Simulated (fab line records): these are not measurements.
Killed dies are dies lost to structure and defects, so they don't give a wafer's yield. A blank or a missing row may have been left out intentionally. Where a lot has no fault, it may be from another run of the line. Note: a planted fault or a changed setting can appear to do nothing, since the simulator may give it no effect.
fab line records ; flow rit_cmos
record lots=15; wafers=45; last_day=7
route steps=202 shown NWELL@34 GATE@93 NSD@139 NLDD@160 M1@202
lots with no fault: from the same line, run without faults
start_h: start of the lot's first displayed wafer, in hours after the record's first day ; wait_h: hours from the lot's prior step to this one ; " the same as in the row above ; L1.1+2: a row that stands for several wafers ; - value missing, or start not given ; * or withheld: withheld ; < > ~ a bound
route shown NAME@n: names a module that has steps shown in the file, with the first one's number in the route ; usual: mean/standard deviation of fault-free wafers ; same: alike in all rows ; chamber/n: place in a boat ; sites: readings site by site ; _std_site: standard deviation across them ; _edge_site: outer sites' mean less inner sites' ; radius_mm: for every site, how far away it sits from the centre of the wafer ; mask NAME#n: copy n ; behind: the tool/chamber that last shaped the wafer ; hold: what put the lot on hold/how long, in hours/how the hold closed ; device: whichever transistor did not switch (one of n, p or np) ; end of line: tests of these same wafers at the route's end ; for a step that has no rows: nothing shown but its recipe ; killed: dies lost to structure and defects at the first sort, not the wafer's yield ; map: dies across one wafer; x = killed, . = not, _ = none there
set.NAME: the setting as run; set.NAME@STEP: as run at that earlier step ; model.NAME: the simulator's own value behind a step, which no gauge read
a sample of lots followed through the steps of the route, with each step as a table and each wafer as a row
services: from which hour (start_h, from the record's first day; less than 0 if before it) a tool's chamber was out of use, for how many hours, and why
## steps
# step RIT_NWELL_OVL_MEAS_06
# usual NWELL_OVL=-0.5/1.5
lot.wafer;tool;chamber;start_h;wait_h;NWELL_OVL[nm]
L503.1;overlay-02;-;31.80;-;-3.2
L503.2;overlay-02;-;31.80;-;-3.9
L503.5;overlay-02;-;31.80;-;-3.5
L506.3;overlay-02;-;45.41;-;-0.7
L506.4;overlay-02;-;45.41;-;-1.1
L506.6;overlay-02;-;45.41;-;-1.7
L508.1;overlay-02;-;55.13;-;-2.1
L508.2;overlay-02;-;55.13;-;0.5
L508.4;overlay-02;-;55.13;-;-1.1
L509.1;overlay-02;-;61.14;-;1.4
L509.5;overlay-02;-;61.14;-;1.1
L509.6;overlay-02;-;61.14;-;-0.1
L510.1;overlay-02;-;66.27;-;2.4
L510.2;overlay-02;-;66.27;-;1.2
L510.5;overlay-02;-;66.27;-;1.2
L512.2;overlay-02;-;75.33;-;-1.8
L512.4;overlay-02;-;75.33;-;-0.4
L512.5;overlay-02;-;75.33;-;-2.1
L513.2;overlay-02;-;80.27;-;1.2
L513.3;overlay-02;-;80.27;-;0.0
L513.4;overlay-02;-;80.27;-;1.2
L514.2;overlay-01;-;85.49;-;0.9
L514.3;overlay-01;-;85.49;-;-1.4
L514.4;overlay-01;-;85.49;-;-0.5
L515.1;overlay-01;-;92.33;-;-1.4
L515.2;overlay-01;-;92.33;-;-2.3
L515.3;overlay-01;-;92.33;-;-2.9
L516.1;overlay-01;-;95.87;-;-0.3
L516.2;overlay-01;-;95.87;-;-1.7
L516.5;overlay-01;-;95.87;-;-0.7
L517.1;overlay-01;-;101.19;-;-2.3
L517.3;overlay-01;-;101.19;-;-1.6
L517.6;overlay-01;-;101.19;-;-0.1
L518.3;overlay-02;-;105.14;-;-0.7
L518.4;overlay-02;-;105.14;-;-1.0
L518.6;overlay-02;-;105.14;-;0.3
L519.3;overlay-02;-;111.84;-;0.1
L519.5;overlay-02;-;111.84;-;-1.2
L519.6;overlay-02;-;111.84;-;0.1
L522.2;overlay-02;-;125.33;-;0.5
L522.4;overlay-02;-;125.33;-;1.5
L522.5;overlay-02;-;125.33;-;-0.1
L524.2;overlay-01;-;135.26;-;2.1
L524.5;overlay-01;-;135.26;-;2.3
L524.6;overlay-01;-;135.26;-;2.5
# step RIT_GATE_OVL_MEAS_17
# usual GATE_OVL=0.2/1.6
lot.wafer;tool;chamber;start_h;wait_h;GATE_OVL[nm]
L503.1;overlay-01;-;47.16;0.1;1.4
L503.2;overlay-01;-;47.16;0.1;0.7
L503.5;overlay-01;-;47.16;0.1;1.7
L506.3;overlay-02;-;64.10;0.1;1.7
L506.4;overlay-02;-;64.10;0.1;2.4
L506.6;overlay-02;-;64.10;0.1;0.2
L508.1;overlay-01;-;71.21;0.1;2.2
L508.2;overlay-01;-;71.21;0.1;2.5
L508.4;overlay-01;-;71.21;0.1;1.9
L509.1;overlay-02;-;76.58;0.1;-0.2
L509.5;overlay-02;-;76.58;0.1;0.6
L509.6;overlay-02;-;76.58;0.1;-0.5
L510.1;overlay-02;-;82.58;0.1;1.5
L510.2;overlay-02;-;82.58;0.1;2.1
L510.5;overlay-02;-;82.58;0.1;0.6
L512.2;overlay-01;-;91.37;0.1;0.6
L512.4;overlay-01;-;91.37;0.1;0.7
L512.5;overlay-01;-;91.37;0.1;-0.8
L513.2;overlay-02;-;96.16;0.1;-0.5
L513.3;overlay-02;-;96.16;0.1;-1.0
L513.4;overlay-02;-;96.16;0.1;-1.1
L514.2;overlay-02;-;101.24;0.1;-1.3
L514.3;overlay-02;-;101.24;0.1;-2.0
L514.4;overlay-02;-;101.24;0.1;-0.9
L515.1;overlay-02;-;108.03;0.1;0.4
L515.2;overlay-02;-;108.03;0.1;1.3
L515.3;overlay-02;-;108.03;0.1;1.7
L516.1;overlay-02;-;112.85;0.1;-1.9
L516.2;overlay-02;-;112.85;0.1;-2.5
L516.5;overlay-02;-;112.85;0.1;-1.9
L517.1;overlay-01;-;116.64;0.1;-1.6
L517.3;overlay-01;-;116.64;0.1;-1.1
L517.6;overlay-01;-;116.64;0.1;0.1
L518.3;overlay-02;-;121.62;0.1;0.5
L518.4;overlay-02;-;121.62;0.1;-1.4
L518.6;overlay-02;-;121.62;0.1;-2.0
L519.3;overlay-02;-;128.22;0.1;2.1
L519.5;overlay-02;-;128.22;0.1;2.2
L519.6;overlay-02;-;128.22;0.1;1.5
L522.2;overlay-02;-;141.22;0.1;-0.1
L522.4;overlay-02;-;141.22;0.1;-1.2
L522.5;overlay-02;-;141.22;0.1;-0.7
L524.2;overlay-02;-;151.49;0.1;1.8
L524.5;overlay-02;-;151.49;0.1;2.7
L524.6;overlay-02;-;151.49;0.1;4.3
# step RIT_NSD_IMPLANT_08
# recipe species=P; energy_kev=25; dose_cm2=1e+15; tilt_deg=7
# usual dose_ions_cm2=1.0001e+15/1e+12; faraday_current_uA=3130/63
lot.wafer;tool;chamber;start_h;wait_h;dose_ions_cm2;faraday_current_uA
L503.1;implanter-04;0;58.07;0.1;1.0015e+15;3063
L503.2;implanter-04;0;58.07;0.1;1.0011e+15;2996
L503.5;implanter-04;0;58.07;0.1;1.0002e+15;3131
L506.3;implanter-04;0;74.20;0.1;9.989e+14;3076
L506.4;implanter-04;0;74.20;0.1;1.0001e+15;3200
L506.6;implanter-04;0;74.20;0.1;9.991e+14;3166
L508.1;implanter-04;0;81.83;0.1;1.0005e+15;3186
L508.2;implanter-04;0;81.83;0.1;1.0016e+15;3063
L508.4;implanter-04;0;81.83;0.1;1.001e+15;3170
L509.1;implanter-03;0;87.63;0.1;1.001e+15;3088
L509.5;implanter-03;0;87.63;0.1;1.0002e+15;3233
L509.6;implanter-03;0;87.63;0.1;1.0023e+15;3233
L510.1;implanter-04;0;93.99;0.1;1.0001e+15;3197
L510.2;implanter-04;0;93.99;0.1;9.988e+14;3192
L510.5;implanter-04;0;93.99;0.1;1.001e+15;3105
L512.2;implanter-02;0;101.92;0.1;1.0008e+15;3185
L512.4;implanter-02;0;101.92;0.1;9.991e+14;3021
L512.5;implanter-02;0;101.92;0.1;1e+15;3184
L513.2;implanter-04;0;107.13;0.1;1.0434e+15;3330
L513.3;implanter-04;0;107.13;0.1;1.0441e+15;3344
L513.4;implanter-04;0;107.13;0.1;1.044e+15;3302
L514.2;implanter-02;0;112.68;0.1;9.991e+14;3066
L514.3;implanter-02;0;112.68;0.1;1.0006e+15;3049
L514.4;implanter-02;0;112.68;0.1;9.994e+14;3086
L515.1;implanter-04;0;119.12;0.1;1.0435e+15;3331
L515.2;implanter-04;0;119.12;0.1;1.0435e+15;3293
L515.3;implanter-04;0;119.12;0.1;1.0436e+15;3167
L516.1;implanter-04;0;123.11;0.1;1.0437e+15;3152
L516.2;implanter-04;0;123.11;0.1;1.0425e+15;3251
L516.5;implanter-04;0;123.11;0.1;1.0448e+15;3222
L517.1;implanter-03;0;126.80;0.1;9.992e+14;3104
L517.3;implanter-03;0;126.80;0.1;9.996e+14;3182
L517.6;implanter-03;0;126.80;0.1;9.999e+14;3115
L518.3;implanter-03;0;134.53;0.1;1.0018e+15;3150
L518.4;implanter-03;0;134.53;0.1;1.0004e+15;3192
L518.6;implanter-03;0;134.53;0.1;1.0004e+15;3094
L519.3;implanter-02;0;138.48;0.1;9.999e+14;3059
L519.5;implanter-02;0;138.48;0.1;9.997e+14;3181
L519.6;implanter-02;0;138.48;0.1;1.0004e+15;3109
L522.2;implanter-03;0;151.54;0.1;9.994e+14;3215
L522.4;implanter-03;0;151.54;0.1;9.976e+14;3112
L522.5;implanter-03;0;151.54;0.1;9.995e+14;3184
L524.2;implanter-03;0;161.65;0.1;9.993e+14;3128
L524.5;implanter-03;0;161.65;0.1;9.999e+14;3143
L524.6;implanter-03;0;161.65;0.1;9.974e+14;3040
# step RIT_SDANNEAL_RS_MEAS_05
# recipe thk_meas_gauge=four-point-probe
# usual NSD_RS=84.63/0.29
lot.wafer;tool;chamber;start_h;wait_h;NSD_RS[ohm/sq]
L503.1;film_metro-04;-;60.55;0.1;84.80
L503.2;film_metro-04;-;60.55;0.1;84.77
L503.5;film_metro-04;-;60.55;0.1;84.97
L506.3;film_metro-01;-;76.73;0.1;84.91
L506.4;film_metro-01;-;76.73;0.1;84.96
L506.6;film_metro-01;-;76.73;0.1;84.89
L508.1;film_metro-01;-;84.34;0.1;84.86
L508.2;film_metro-01;-;84.34;0.1;85.00
L508.4;film_metro-01;-;84.34;0.1;84.76
L509.1;film_metro-03;-;90.11;0.1;84.49
L509.5;film_metro-03;-;90.11;0.1;84.30
L509.6;film_metro-03;-;90.11;0.1;84.43
L510.1;film_metro-04;-;96.68;0.1;84.50
L510.2;film_metro-04;-;96.68;0.1;84.63
L510.5;film_metro-04;-;96.68;0.1;84.43
L512.2;film_metro-03;-;104.42;0.1;84.35
L512.4;film_metro-03;-;104.42;0.1;84.37
L512.5;film_metro-03;-;104.42;0.1;84.35
L513.2;film_metro-03;-;109.51;0.1;81.93
L513.3;film_metro-03;-;109.51;0.1;81.67
L513.4;film_metro-03;-;109.51;0.1;81.92
L514.2;film_metro-04;-;115.06;0.1;84.50
L514.3;film_metro-04;-;115.06;0.1;84.43
L514.4;film_metro-04;-;115.06;0.1;84.60
L515.1;film_metro-01;-;121.68;0.1;82.31
L515.2;film_metro-01;-;121.68;0.1;82.12
L515.3;film_metro-01;-;121.68;0.1;82.17
L516.1;film_metro-04;-;125.53;0.1;81.56
L516.2;film_metro-04;-;125.53;0.1;81.68
L516.5;film_metro-04;-;125.53;0.1;81.92
L517.1;film_metro-04;-;129.30;0.1;84.40
L517.3;film_metro-04;-;129.30;0.1;84.48
L517.6;film_metro-04;-;129.30;0.1;84.23
L518.3;film_metro-03;-;136.96;0.1;84.86
L518.4;film_metro-03;-;136.96;0.1;84.86
L518.6;film_metro-03;-;136.96;0.1;84.79
L519.3;film_metro-03;-;141.06;0.1;84.45
L519.5;film_metro-03;-;141.06;0.1;84.12
L519.6;film_metro-03;-;141.06;0.1;84.40
L522.2;film_metro-01;-;154.04;0.1;84.78
L522.4;film_metro-01;-;154.04;0.1;84.70
L522.5;film_metro-01;-;154.04;0.1;84.51
L524.2;film_metro-03;-;164.02;0.1;84.85
L524.5;film_metro-03;-;164.02;0.1;84.89
L524.6;film_metro-03;-;164.02;0.1;84.70
# step RIT_SDANNEAL_RS_MEAS_07
# recipe thk_meas_gauge=four-point-probe
# usual NLDD_RS=151.8/0.51
lot.wafer;tool;chamber;start_h;wait_h;NLDD_RS[ohm/sq]
L503.1;film_metro-04;-;60.79;0.1;151.3
L503.2;film_metro-04;-;60.79;0.1;151.4
L503.5;film_metro-04;-;60.79;0.1;151.4
L506.3;film_metro-01;-;76.97;0.1;152.0
L506.4;film_metro-01;-;76.97;0.1;152.2
L506.6;film_metro-01;-;76.97;0.1;152.0
L508.1;film_metro-01;-;84.58;0.1;152.2
L508.2;film_metro-01;-;84.58;0.1;152.4
L508.4;film_metro-01;-;84.58;0.1;152.4
L509.1;film_metro-03;-;90.35;0.1;151.8
L509.5;film_metro-03;-;90.35;0.1;150.7
L509.6;film_metro-03;-;90.35;0.1;151.2
L510.1;film_metro-04;-;96.92;0.1;152.1
L510.2;film_metro-04;-;96.92;0.1;151.9
L510.5;film_metro-04;-;96.92;0.1;151.6
L512.2;film_metro-03;-;104.66;0.1;151.5
L512.4;film_metro-03;-;104.66;0.1;151.5
L512.5;film_metro-03;-;104.66;0.1;151.2
L513.2;film_metro-03;-;109.75;0.1;151.4
L513.3;film_metro-03;-;109.75;0.1;151.6
L513.4;film_metro-03;-;109.75;0.1;151.8
L514.2;film_metro-04;-;115.30;0.1;151.4
L514.3;film_metro-04;-;115.30;0.1;151.2
L514.4;film_metro-04;-;115.30;0.1;150.9
L515.1;film_metro-01;-;121.92;0.1;151.8
L515.2;film_metro-01;-;121.92;0.1;151.4
L515.3;film_metro-01;-;121.92;0.1;151.7
L516.1;film_metro-04;-;125.77;0.1;152.0
L516.2;film_metro-04;-;125.77;0.1;152.7
L516.5;film_metro-04;-;125.77;0.1;152.1
L517.1;film_metro-04;-;129.54;0.1;151.3
L517.3;film_metro-04;-;129.54;0.1;151.0
L517.6;film_metro-04;-;129.54;0.1;151.4
L518.3;film_metro-03;-;137.20;0.1;151.2
L518.4;film_metro-03;-;137.20;0.1;151.0
L518.6;film_metro-03;-;137.20;0.1;151.0
L519.3;film_metro-03;-;141.30;0.1;152.2
L519.5;film_metro-03;-;141.30;0.1;152.8
L519.6;film_metro-03;-;141.30;0.1;152.4
L522.2;film_metro-01;-;154.28;0.1;151.8
L522.4;film_metro-01;-;154.28;0.1;152.7
L522.5;film_metro-01;-;154.28;0.1;152.7
L524.2;film_metro-03;-;164.26;0.1;151.3
L524.5;film_metro-03;-;164.26;0.1;152.0
L524.6;film_metro-03;-;164.26;0.1;151.6
# step RIT_M1_PROBE_99
# usual killed_at_contacts=0.1/0.27; killed_at_front_end=6.1/2.9; killed_dies=6.2/2.9; killed_open=3.2/1.9; killed_short=3/1.9
# same gross_dies=264; killed_at_M0_to_M3=0; killed_at_M4_up=0; killed_at_back_side=0; killed_at_other=0
lot.wafer;tool;chamber;start_h;wait_h;killed_at_contacts;killed_at_front_end;killed_dies;killed_open;killed_short
L508.1;prober-02;-;91.63;0.1;0;8;8;6;2
L508.2;prober-02;-;91.68;0.1;0;10;10;4;6
L508.4;prober-02;-;91.78;0.2;0;3;3;2;1
L509.1;prober-01;-;97.54;0.1;0;7;7;2;5
L509.5;prober-01;-;97.74;0.2;0;4;4;3;1
L509.6;prober-01;-;97.79;0.2;0;2;2;2;0
L510.1;prober-01;-;104.12;0.1;0;9;9;4;5
L510.2;prober-01;-;104.17;0.1;0;4;4;4;0
L510.5;prober-01;-;104.32;0.2;0;5;5;3;2
L515.1;prober-02;-;129.00;0.1;0;5;5;2;3
L515.2;prober-02;-;129.05;0.1;0;8;8;5;3
L515.3;prober-02;-;129.10;0.2;1;0;1;1;0
L516.1;prober-01;-;133.34;0.1;0;9;9;3;6
L516.2;prober-01;-;133.39;0.1;0;5;5;1;4
L516.5;prober-01;-;133.54;0.2;0;7;7;3;4
L518.3;prober-01;-;144.49;0.2;0;0;0;0;0
L518.4;prober-01;-;144.54;0.2;0;7;7;5;2
L518.6;prober-01;-;144.64;0.2;0;6;6;3;3
# killed by level:class
L508.1 FOX2:geometric_particle:open=2 GATE:geometric_particle:short=2 FOX1:geometric_particle:open=1 GATE:geometric_particle:open=1 REOX:geometric_particle:open=1 SPACER:geometric_particle:open=1
L508.2 GATE:geometric_particle:open=4 GATE:geometric_particle:short=2 SILICIDE:geometric_particle:short=2 REOX:geometric_particle:short=1 SPACER:geometric_particle:short=1
L508.4 FOX2:geometric_particle:open=1 GATE:geometric_particle:open=1 REOX:geometric_particle:short=1
L509.1 REOX:geometric_particle:short=2 FOX1:geometric_particle:short=1 FOX1:geometric_particle:open=1 FOX2:geometric_particle:short=1 SILICIDE:geometric_particle:open=1 SILICIDE:geometric_particle:short=1
L509.5 SILICIDE:geometric_particle:open=3 GATE:geometric_particle:short=1
L509.6 GATE:geometric_particle:open=1 SILICIDE:geometric_particle:open=1
L510.1 GATE:geometric_particle:short=3 GATE:geometric_particle:open=3 FOX2:geometric_particle:open=1 FOX2:geometric_particle:short=1 SILICIDE:geometric_particle:short=1
L510.2 REOX:geometric_particle:open=3 GATE:geometric_particle:open=1
L510.5 GATE:geometric_particle:open=3 FOX1:geometric_particle:short=1 GATE:geometric_particle:short=1
L515.1 SPACER:geometric_particle:short=2 FOX1:geometric_particle:short=1 GATE:geometric_particle:open=1 SILICIDE:geometric_particle:open=1
L515.2 GATE:geometric_particle:open=3 SILICIDE:geometric_particle:short=2 FOX1:geometric_particle:short=1 FOX1:geometric_particle:open=1 SPACER:geometric_particle:open=1
L515.3 CONTACT:geometric_particle:open=1
L516.1 GATE:geometric_particle:short=4 REOX:geometric_particle:short=2 FOX1:geometric_particle:open=1 GATE:geometric_particle:open=1 SILICIDE:geometric_particle:open=1
L516.2 FOX1:geometric_particle:short=2 FOX1:geometric_particle:open=1 GATE:geometric_particle:short=1 REOX:geometric_particle:short=1
L516.5 FOX1:geometric_particle:short=2 FOX2:geometric_particle:open=1 REOX:geometric_particle:short=1 REOX:geometric_particle:open=1 SPACER:geometric_particle:open=1 SILICIDE:geometric_particle:short=1
L518.4 GATE:geometric_particle:open=4 SILICIDE:geometric_particle:short=2 SILICIDE:geometric_particle:open=1
L518.6 FOX1:geometric_particle:short=2 GATE:geometric_particle:open=2 GATE:geometric_particle:short=1 SPACER:geometric_particle:open=1
## services
tool;chamber;start_h;hours;kind
implanter-02;-;146.47;5.1;repair
implanter-04;-;151.42;5.6;pm
## key
first_sign step=RIT_NSD_IMPLANT_08; reading=dose_ions_cm2; direction=up; sigmas=42; usual=1.0001e+15; struck=1.0437e+15
effect step=RIT_NSD_IMPLANT_08; reading=faraday_current_uA; direction=up; sigmas=2.1; usual=3130; struck=3266
effect step=RIT_SDANNEAL_RS_MEAS_05; reading=NSD_RS; direction=down; sigmas=9.4; usual=84.63; struck=81.92
met_at RIT_NSD_IMPLANT_08
struck_lots L513,L515,L516
tester_left_out L513,L515,L516
not_acting_at RIT_NWELL_OVL_MEAS_06,RIT_GATE_OVL_MEAS_17,RIT_SDANNEAL_RS_MEAS_07
onset_between 93.99 107.13
fault kind=process_parameter_drift; tool=implanter-04; chamber=-; onset_h=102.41; steps=RIT_NSD_IMPLANT_08; channel=dose_cm2; offset=4.2784e+13; shape=step; end_h=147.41; acts_in=these_recipes_only; stated=1e+15
# tester_left_out: of these lots the tester's yield and bins aren't shown, on N5 and GAA mostly nor the transistor test; their killed dies are dies lost to structure and defects alone, not to doping, threshold or leakage, so they don't give the yield
